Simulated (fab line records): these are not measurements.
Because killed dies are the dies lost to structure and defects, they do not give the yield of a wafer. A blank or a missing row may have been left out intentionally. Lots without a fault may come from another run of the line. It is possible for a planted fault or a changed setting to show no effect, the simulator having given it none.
fab line records :: flow rit-cmos :: part 2 of 2: steps 37 to 42 of 42
record:
  lots: 6
  wafers: 18
  last-day: 7
route steps=202 shown SDANNEAL@156 PSD@157 NSD@158 PLDD@159 NLDD@160 SILICIDE@161 CONTACT@168 M1@184
lots with no fault: from the same line, run without faults
start-h: start of the lot's first displayed wafer, in hours after the record's first day :: wait-h: hours since the lot's step before :: " the same as in the row above :: L1.1+2: one row covering several wafers at once :: - no value present, or no start provided :: * or withheld: withheld :: < > ~ a bound
route shown NAME@n: names a module that has steps shown in the file, with the first one's number in the route :: usual: mean and standard deviation over wafers with no fault :: same: alike in all rows :: chamber/n: place in a boat :: sites: each site's reading :: _std_site: standard deviation across them :: _edge_site: outer sites' mean less inner sites' :: radius-mm: for every site, how far away it sits from the centre of the wafer :: mask NAME#n: copy n :: behind: the most recent tool/chamber to have shaped the wafer :: hold: what put the lot on hold/how long, in hours/how the hold closed :: device: whichever transistor did not switch (one of n, p or np) :: end of line: the tests these same wafers got at the end of their route :: a step without rows: its recipe alone :: killed: count of dies lost to structure and defects at first sort (not the wafer's yield) :: map: per-die view of a wafer (x killed, . not killed, _ where there is no die)
set.NAME: the setting the step ran with; set.NAME@STEP: the setting that earlier step ran with :: model.NAME: the simulator's own value behind a step, which no gauge read
lots at selected steps of the route; one table per step, one row per wafer
services: the hour from which a tool's chamber was out of use, counted from the record's first day as start-h (under 0 if before that day), plus the number of hours and why
== steps ==
step: RIT_M1_CD_MEAS_09
recipe:
  target-cd-nm: 2600
usual:
  cd-nm: 2599.8/2.1
lot.wafer: L257.1
tool: cd-sem-02
chamber: -
start-h: 80.32
wait-h: -
cd-nm: 2600.5

lot.wafer: L257.5
tool: cd-sem-02
chamber: -
start-h: 80.32
wait-h: -
cd-nm: 2601.6

lot.wafer: L257.6
tool: cd-sem-02
chamber: -
start-h: 80.32
wait-h: -
cd-nm: 2601.2

lot.wafer: L260.3
tool: cd-sem-02
chamber: -
start-h: 95.26
wait-h: -
cd-nm: 2603.7

lot.wafer: L260.4
tool: cd-sem-02
chamber: -
start-h: 95.26
wait-h: -
cd-nm: 2605.5

lot.wafer: L260.5
tool: cd-sem-02
chamber: -
start-h: 95.26
wait-h: -
cd-nm: 2605.1

lot.wafer: L267.2
tool: cd-sem-02
chamber: -
start-h: 129.28
wait-h: -
cd-nm: 2597.8

lot.wafer: L267.3
tool: cd-sem-02
chamber: -
start-h: 129.28
wait-h: -
cd-nm: 2598.3

lot.wafer: L267.5
tool: cd-sem-02
chamber: -
start-h: 129.28
wait-h: -
cd-nm: 2599.4

lot.wafer: L270.2
tool: cd-sem-02
chamber: -
start-h: 146.73
wait-h: -
cd-nm: 2599.2

lot.wafer: L270.3
tool: cd-sem-02
chamber: -
start-h: 146.73
wait-h: -
cd-nm: 2595.8

lot.wafer: L270.4
tool: cd-sem-02
chamber: -
start-h: 146.73
wait-h: -
cd-nm: 2598.8

lot.wafer: L272.2
tool: cd-sem-02
chamber: -
start-h: 157.24
wait-h: -
cd-nm: 2600.8

lot.wafer: L272.3
tool: cd-sem-02
chamber: -
start-h: 157.24
wait-h: -
cd-nm: 2600.5

lot.wafer: L272.4
tool: cd-sem-02
chamber: -
start-h: 157.24
wait-h: -
cd-nm: 2600.3

lot.wafer: L275.2
tool: cd-sem-01
chamber: -
start-h: 170.64
wait-h: -
cd-nm: 2599.7

lot.wafer: L275.4
tool: cd-sem-01
chamber: -
start-h: 170.64
wait-h: -
cd-nm: 2600.0

lot.wafer: L275.6
tool: cd-sem-01
chamber: -
start-h: 170.64
wait-h: -
cd-nm: 2597.7
step: RIT_M1_OVL_MEAS_10
usual:
  M1_OVL: 0.6/1.3
lot.wafer: L257.1
tool: overlay-01
chamber: -
start-h: 80.44
wait-h: 0.1
M1_OVL[nm]: -0.1

lot.wafer: L257.5
tool: overlay-01
chamber: -
start-h: 80.44
wait-h: 0.1
M1_OVL[nm]: -0.8

lot.wafer: L257.6
tool: overlay-01
chamber: -
start-h: 80.44
wait-h: 0.1
M1_OVL[nm]: -1.3

lot.wafer: L260.3
tool: overlay-02
chamber: -
start-h: 95.35
wait-h: 0.1
M1_OVL[nm]: 0.5

lot.wafer: L260.4
tool: overlay-02
chamber: -
start-h: 95.35
wait-h: 0.1
M1_OVL[nm]: 1.6

lot.wafer: L260.5
tool: overlay-02
chamber: -
start-h: 95.35
wait-h: 0.1
M1_OVL[nm]: -0.5

lot.wafer: L267.2
tool: overlay-01
chamber: -
start-h: 129.38
wait-h: 0.1
M1_OVL[nm]: -1.4

lot.wafer: L267.3
tool: overlay-01
chamber: -
start-h: 129.38
wait-h: 0.1
M1_OVL[nm]: -2.4

lot.wafer: L267.5
tool: overlay-01
chamber: -
start-h: 129.38
wait-h: 0.1
M1_OVL[nm]: -0.2

lot.wafer: L270.2
tool: overlay-02
chamber: -
start-h: 146.84
wait-h: 0.1
M1_OVL[nm]: -1.6

lot.wafer: L270.3
tool: overlay-02
chamber: -
start-h: 146.84
wait-h: 0.1
M1_OVL[nm]: -1.6

lot.wafer: L270.4
tool: overlay-02
chamber: -
start-h: 146.84
wait-h: 0.1
M1_OVL[nm]: -2.3

lot.wafer: L272.2
tool: overlay-02
chamber: -
start-h: 157.35
wait-h: 0.1
M1_OVL[nm]: 2.2

lot.wafer: L272.3
tool: overlay-02
chamber: -
start-h: 157.35
wait-h: 0.1
M1_OVL[nm]: 2.6

lot.wafer: L272.4
tool: overlay-02
chamber: -
start-h: 157.35
wait-h: 0.1
M1_OVL[nm]: 3.0

lot.wafer: L275.2
tool: overlay-01
chamber: -
start-h: 170.75
wait-h: 0.1
M1_OVL[nm]: -0.5

lot.wafer: L275.4
tool: overlay-01
chamber: -
start-h: 170.75
wait-h: 0.1
M1_OVL[nm]: -0.5

lot.wafer: L275.6
tool: overlay-01
chamber: -
start-h: 170.75
wait-h: 0.1
M1_OVL[nm]: -1.9
step: RIT_M1_HARDBAKE_11
recipe:
  resist: NOVOLAK
  temp-c: 140
  time-s: 120
step: RIT_M1_METAL_ETCH_12
recipe:
  stop-on: SiO2
  chemistry: Cl2/BCl3
  target: Al
  time-s: 165
  over-etch-frac: 0.5
  pressure-mtorr: 100
  target-depth-a: 6000
  rf-w: 254.6
  Cl2_flow_sccm: 60
  bcl3-flow-sccm: 50
usual:
  drypump-motor-current-A: 5.5/0.51
  mfc-cl2-sccm: 60.02/0.17
  oes-product-au: 0.792/0.014
  throttle-valve-pct: 8.22/0.16
lot.wafer: L257.1
tool: rie-metal-01
chamber: 1
start-h: 80.72
wait-h: 0.2
drypump-motor-current-A: 5.1
mfc-cl2-sccm: 60.07
oes-product-au: 0.797
rf-hours-counter-h: 4
throttle-valve-pct: 8.04
model.SiO2_of_CONTACT_CVD_00.thk-nm: 363.1

lot.wafer: L257.5
tool: rie-metal-01
chamber: 1
start-h: 80.72
wait-h: 0.2
drypump-motor-current-A: 5.1
mfc-cl2-sccm: 60.24
oes-product-au: 0.798
rf-hours-counter-h: -
throttle-valve-pct: 8.04
model.SiO2_of_CONTACT_CVD_00.thk-nm: 371.6

lot.wafer: L257.6
tool: rie-metal-01
chamber: 0
start-h: 80.72
wait-h: 0.2
drypump-motor-current-A: 5.5
mfc-cl2-sccm: 59.78
oes-product-au: 0.793
rf-hours-counter-h: -
throttle-valve-pct: 8.47
model.SiO2_of_CONTACT_CVD_00.thk-nm: 369.3

lot.wafer: L260.3
tool: rie-metal-01
chamber: 0
start-h: 95.74
wait-h: 0.2
drypump-motor-current-A: 5.5
mfc-cl2-sccm: 60.22
oes-product-au: 0.793
rf-hours-counter-h: -
throttle-valve-pct: 8.48
model.SiO2_of_CONTACT_CVD_00.thk-nm: 363.3

lot.wafer: L260.4
tool: rie-metal-01
chamber: 0
start-h: 95.74
wait-h: 0.2
drypump-motor-current-A: 5.5
mfc-cl2-sccm: 60.09
oes-product-au: 0.787
rf-hours-counter-h: -
throttle-valve-pct: 8.44
model.SiO2_of_CONTACT_CVD_00.thk-nm: 371.2

lot.wafer: L260.5
tool: rie-metal-01
chamber: 0
start-h: 95.74
wait-h: 0.2
drypump-motor-current-A: 5.5
mfc-cl2-sccm: 59.94
oes-product-au: 0.786
rf-hours-counter-h: -
throttle-valve-pct: 8.47
model.SiO2_of_CONTACT_CVD_00.thk-nm: 362.3

lot.wafer: L267.2
tool: rie-metal-03
chamber: 1
start-h: 129.66
wait-h: 0.2
drypump-motor-current-A: 5.0
mfc-cl2-sccm: 60.13
oes-product-au: 0.807
rf-hours-counter-h: 37
throttle-valve-pct: 8.37
model.SiO2_of_CONTACT_CVD_00.thk-nm: 360.2

lot.wafer: L267.3
tool: rie-metal-03
chamber: 0
start-h: 129.66
wait-h: 0.2
drypump-motor-current-A: 5.8
mfc-cl2-sccm: 59.94
oes-product-au: 0.812
rf-hours-counter-h: -
throttle-valve-pct: 8.16
model.SiO2_of_CONTACT_CVD_00.thk-nm: 177.3

lot.wafer: L267.5
tool: rie-metal-03
chamber: 0
start-h: 129.66
wait-h: 0.2
drypump-motor-current-A: 5.8
mfc-cl2-sccm: 60.02
oes-product-au: 0.807
rf-hours-counter-h: -
throttle-valve-pct: 8.17
model.SiO2_of_CONTACT_CVD_00.thk-nm: 179.9

lot.wafer: L270.2
tool: rie-metal-04
chamber: 0
start-h: 147.12
wait-h: 0.2
drypump-motor-current-A: 5.1
mfc-cl2-sccm: 60.09
oes-product-au: 0.790
rf-hours-counter-h: 3
throttle-valve-pct: 8.05
model.SiO2_of_CONTACT_CVD_00.thk-nm: 360.6

lot.wafer: L270.3
tool: rie-metal-04
chamber: 0
start-h: 147.12
wait-h: 0.2
drypump-motor-current-A: 5.0
mfc-cl2-sccm: 59.83
oes-product-au: 0.799
rf-hours-counter-h: -
throttle-valve-pct: 8.06
model.SiO2_of_CONTACT_CVD_00.thk-nm: 359.1

lot.wafer: L270.4
tool: rie-metal-04
chamber: 1
start-h: 147.12
wait-h: 0.2
drypump-motor-current-A: 6.4
mfc-cl2-sccm: 59.95
oes-product-au: 0.784
rf-hours-counter-h: -
throttle-valve-pct: 8.17
model.SiO2_of_CONTACT_CVD_00.thk-nm: 183.8

lot.wafer: L272.2
tool: rie-metal-03
chamber: 0
start-h: 157.83
wait-h: 0.2
drypump-motor-current-A: 5.7
mfc-cl2-sccm: 60.01
oes-product-au: 0.807
rf-hours-counter-h: 0
throttle-valve-pct: 8.17
model.SiO2_of_CONTACT_CVD_00.thk-nm: 363.5

lot.wafer: L272.3
tool: rie-metal-03
chamber: 1
start-h: 157.83
wait-h: 0.2
drypump-motor-current-A: 5.0
mfc-cl2-sccm: 60.15
oes-product-au: 0.815
rf-hours-counter-h: -
throttle-valve-pct: 8.38
model.SiO2_of_CONTACT_CVD_00.thk-nm: 358.9

lot.wafer: L272.4
tool: rie-metal-03
chamber: 0
start-h: 157.83
wait-h: 0.2
drypump-motor-current-A: 5.8
mfc-cl2-sccm: 60.13
oes-product-au: 0.804
rf-hours-counter-h: -
throttle-valve-pct: 8.16
model.SiO2_of_CONTACT_CVD_00.thk-nm: 362.4

lot.wafer: L275.2
tool: rie-metal-03
chamber: 0
start-h: 171.03
wait-h: 0.2
drypump-motor-current-A: 5.8
mfc-cl2-sccm: 59.85
oes-product-au: 0.803
rf-hours-counter-h: 0
throttle-valve-pct: 8.14
model.SiO2_of_CONTACT_CVD_00.thk-nm: 351.2

lot.wafer: L275.4
tool: rie-metal-03
chamber: 0
start-h: 171.03
wait-h: 0.2
drypump-motor-current-A: 5.8
mfc-cl2-sccm: 59.88
oes-product-au: 0.800
rf-hours-counter-h: -
throttle-valve-pct: 8.17
model.SiO2_of_CONTACT_CVD_00.thk-nm: 368

lot.wafer: L275.6
tool: rie-metal-03
chamber: 1
start-h: 171.03
wait-h: 0.2
drypump-motor-current-A: 5.0
mfc-cl2-sccm: 60.29
oes-product-au: 0.812
rf-hours-counter-h: -
throttle-valve-pct: 8.39
model.SiO2_of_CONTACT_CVD_00.thk-nm: 362.7
step: RIT_M1_STRIP_13
recipe:
  chemistry: nmp
  resist: NOVOLAK
  temp-c: 80
  time-s: 600
  dry: n2-spin
step: RIT_M1_PROBE_99
usual:
  killed-at-front-end: 7/3.4
  killed-dies: 7/3.4
  killed-open: 3.6/2.1
  killed-short: 3.5/2.1
same:
  gross-dies: 264
  killed_at_M0_to_M3: 0
  killed_at_M4_up: 0
  killed-at-back-side: 0
  killed-at-contacts: 0
  killed-at-other: 0
lot.wafer: L257.1
tool: prober-01
chamber: -
start-h: 82.99
wait-h: 0.1
killed-at-front-end: 9
killed-dies: 9
killed-open: 3
killed-short: 6

lot.wafer: L257.5
tool: prober-01
chamber: -
start-h: 83.19
wait-h: 0.2
killed-at-front-end: 4
killed-dies: 4
killed-open: 2
killed-short: 2

lot.wafer: L257.6
tool: prober-01
chamber: -
start-h: 83.24
wait-h: 0.2
killed-at-front-end: 8
killed-dies: 8
killed-open: 1
killed-short: 7

lot.wafer: L260.3
tool: prober-02
chamber: -
start-h: 98.14
wait-h: 0.2
killed-at-front-end: 5
killed-dies: 5
killed-open: 3
killed-short: 2

lot.wafer: L260.4
tool: prober-02
chamber: -
start-h: 98.19
wait-h: 0.2
killed-at-front-end: 7
killed-dies: 7
killed-open: 2
killed-short: 5

lot.wafer: L260.5
tool: prober-02
chamber: -
start-h: 98.24
wait-h: 0.2
killed-at-front-end: 9
killed-dies: 9
killed-open: 3
killed-short: 6

lot.wafer: L267.2
tool: prober-01
chamber: -
start-h: 131.98
wait-h: 0.1
killed-at-front-end: 7
killed-dies: 7
killed-open: 3
killed-short: 4

lot.wafer: L267.3
tool: prober-01
chamber: -
start-h: 132.03
wait-h: 0.2
killed-at-front-end: 10
killed-dies: 10
killed-open: 5
killed-short: 5

lot.wafer: L267.5
tool: prober-01
chamber: -
start-h: 132.13
wait-h: 0.2
killed-at-front-end: 7
killed-dies: 7
killed-open: 4
killed-short: 3

lot.wafer: L270.2
tool: prober-02
chamber: -
start-h: 149.42
wait-h: 0.1
killed-at-front-end: 1
killed-dies: 1
killed-open: 1
killed-short: 0

lot.wafer: L270.3
tool: prober-02
chamber: -
start-h: 149.47
wait-h: 0.2
killed-at-front-end: 4
killed-dies: 4
killed-open: 2
killed-short: 2

lot.wafer: L270.4
tool: prober-02
chamber: -
start-h: 149.52
wait-h: 0.2
killed-at-front-end: 3
killed-dies: 3
killed-open: 2
killed-short: 1

lot.wafer: L272.2
tool: prober-02
chamber: -
start-h: 160.13
wait-h: 0.1
killed-at-front-end: 6
killed-dies: 6
killed-open: 6
killed-short: 0

lot.wafer: L272.3
tool: prober-02
chamber: -
start-h: 160.18
wait-h: 0.2
killed-at-front-end: 2
killed-dies: 2
killed-open: 1
killed-short: 1

lot.wafer: L272.4
tool: prober-02
chamber: -
start-h: 160.23
wait-h: 0.2
killed-at-front-end: 4
killed-dies: 4
killed-open: 0
killed-short: 4

lot.wafer: L275.2
tool: prober-02
chamber: -
start-h: 173.33
wait-h: 0.1
killed-at-front-end: 5
killed-dies: 5
killed-open: 2
killed-short: 3

lot.wafer: L275.4
tool: prober-02
chamber: -
start-h: 173.43
wait-h: 0.2
killed-at-front-end: 10
killed-dies: 10
killed-open: 3
killed-short: 7

lot.wafer: L275.6
tool: prober-02
chamber: -
start-h: 173.53
wait-h: 0.2
killed-at-front-end: 8
killed-dies: 8
killed-open: 3
killed-short: 5
killed by level:class
L257.1 REOX:geometric-particle:short=4 FOX1:geometric-particle:short=1 FOX2:geometric-particle:open=1 GATE:geometric-particle:open=1 GATE:geometric-particle:short=1 SPACER:geometric-particle:open=1
L257.5 GATE:geometric-particle:short=2 REOX:geometric-particle:open=1 SPACER:geometric-particle:open=1
L257.6 FOX1:geometric-particle:short=3 GATE:geometric-particle:short=2 GATE:geometric-particle:open=1 REOX:geometric-particle:short=1 SPACER:geometric-particle:short=1
L260.3 FOX1:geometric-particle:open=1 FOX1:geometric-particle:short=1 GATE:geometric-particle:open=1 SPACER:geometric-particle:open=1 SPACER:geometric-particle:short=1
L260.4 GATE:geometric-particle:short=3 SPACER:geometric-particle:short=2 GATE:geometric-particle:open=1 SPACER:geometric-particle:open=1
L260.5 GATE:geometric-particle:short=3 FOX1:geometric-particle:short=1 GATE:geometric-particle:open=1 REOX:geometric-particle:open=1 SPACER:geometric-particle:open=1 SPACER:geometric-particle:short=1 SILICIDE:geometric-particle:short=1
L267.2 GATE:geometric-particle:open=2 REOX:geometric-particle:short=2 FOX2:geometric-particle:open=1 GATE:geometric-particle:short=1 SILICIDE:geometric-particle:short=1
L267.3 GATE:geometric-particle:short=3 GATE:geometric-particle:open=2 REOX:geometric-particle:open=2 REOX:geometric-particle:short=1 SPACER:geometric-particle:short=1 SILICIDE:geometric-particle:open=1
L267.5 FOX1:geometric-particle:open=2 GATE:geometric-particle:short=2 SPACER:geometric-particle:short=1 SPACER:geometric-particle:open=1 SILICIDE:geometric-particle:open=1
L270.2 SILICIDE:geometric-particle:open=1
L270.3 FOX1:geometric-particle:short=2 GATE:geometric-particle:open=1 SPACER:geometric-particle:open=1
L270.4 FOX1:geometric-particle:open=1 GATE:geometric-particle:open=1 GATE:geometric-particle:short=1
L272.2 GATE:geometric-particle:open=2 ACTIVE:geometric-particle:open=1 FOX1:geometric-particle:open=1 SPACER:geometric-particle:open=1 SILICIDE:geometric-particle:open=1
L272.3 FOX2:geometric-particle:short=1 SILICIDE:geometric-particle:open=1
L272.4 FOX2:geometric-particle:short=3 SILICIDE:geometric-particle:short=1
L275.2 FOX1:geometric-particle:short=1 FOX2:geometric-particle:open=1 GATE:geometric-particle:short=1 GATE:geometric-particle:open=1 SPACER:geometric-particle:short=1
L275.4 GATE:geometric-particle:short=3 FOX1:geometric-particle:short=2 REOX:geometric-particle:short=2 FOX1:geometric-particle:open=1 GATE:geometric-particle:open=1 SPACER:geometric-particle:open=1
L275.6 FOX2:geometric-particle:short=2 GATE:geometric-particle:short=2 REOX:geometric-particle:open=2 FOX1:geometric-particle:open=1 SPACER:geometric-particle:short=1
== services ==
tool: rie-diel-04
chamber: 1
start-h: 59.89
hours: 7.6
kind: repair

tool: rie-diel-04
chamber: -
start-h: 66.83
hours: 0.9
kind: repair

tool: pecvd-01
chamber: -
start-h: 73.15
hours: 28.1
kind: pm

tool: plasma-asher-02
chamber: -
start-h: 77.49
hours: 2.8
kind: pm

tool: pecvd-04
chamber: 0
start-h: 78.37
hours: 1.7
kind: repair

tool: rie-metal-01
chamber: 1
start-h: 91.03
hours: 14.5
kind: repair

tool: pecvd-02
chamber: 1
start-h: 92.42
hours: 2.0
kind: repair

tool: pvd-sputter-01
chamber: -
start-h: 102.35
hours: 0.6
kind: repair

tool: plasma-asher-02
chamber: -
start-h: 108.75
hours: 9.0
kind: pm

tool: plasma-asher-02
chamber: 0
start-h: 108.75
hours: 9.0
kind: vent-cycle

tool: plasma-asher-02
chamber: 1
start-h: 108.75
hours: 9.0
kind: vent-cycle

tool: rie-metal-04
chamber: -
start-h: 112.26
hours: 0.3
kind: repair

tool: plasma-asher-02
chamber: 0
start-h: 117.75
hours: -
kind: clean

tool: plasma-asher-02
chamber: 1
start-h: 117.75
hours: -
kind: clean

tool: rie-diel-01
chamber: 1
start-h: 127.12
hours: 10.1
kind: repair

tool: pvd-sputter-03
chamber: -
start-h: 128.60
hours: 1.5
kind: repair

tool: rie-metal-01
chamber: 1
start-h: 135.89
hours: 16.4
kind: repair

tool: rie-metal-03
chamber: -
start-h: 136.12
hours: 20.0
kind: pm

tool: plasma-asher-02
chamber: -
start-h: 143.74
hours: 0.5
kind: repair

tool: rie-diel-04
chamber: 3
start-h: 145.48
hours: 5.7
kind: repair

tool: pecvd-02
chamber: 1
start-h: 149.16
hours: 21.3
kind: repair

tool: rie-metal-01
chamber: -
start-h: 159.21
hours: 4.3
kind: pm

tool: pvd-sputter-01
chamber: -
start-h: 163.03
hours: 2.4
kind: repair

tool: pvd-sputter-02
chamber: -
start-h: 169.83
hours: 5.2
kind: repair
== key ==
first-sign:
  step: RIT_CONTACT_THK_MEAS_01
  reading: visit
  direction: added
effect:
  step: RIT_CONTACT_THK_MEAS_01
  reading: CONTACT_TEOS_THK
  direction: down
  sigmas: 37
  usual: 401
  struck: 217
model-effect:
  step: RIT_CONTACT_CVD_00
  value: SiO2_of_CONTACT_CVD_00.thk-nm
  without: 401.6
  struck: 217.4
model-effect:
  step: RIT_CONTACT_ETCH_11
  value: CONTACT.feature-depth-nm
  without: 401.6
  struck: 217.4
model-effect:
  step: RIT_M1_METAL_ETCH_12
  value: SiO2_of_CONTACT_CVD_00.thk-nm
  without: 364.6
  struck: 180.3
met-at RIT_CONTACT_CVD_00
struck-wafers L267.3,L267.5,L270.4
tester-left-out L267,L270
onset-between 76.38 122.19
fault:
  kind: process-parameter-drift
  tool: pecvd-04
  chamber: 0
  onset-h: 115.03
  steps: RIT_CONTACT_CVD_00
  channel: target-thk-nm
  offset: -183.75
  shape: step
  end-h: 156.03
  stated: 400
tester-left-out: of these lots the tester's yield and bins aren't shown, on N5 and GAA mostly nor the transistor test; their killed dies are dies lost to structure and defects alone, not to doping, threshold or leakage, so they don't give the yield
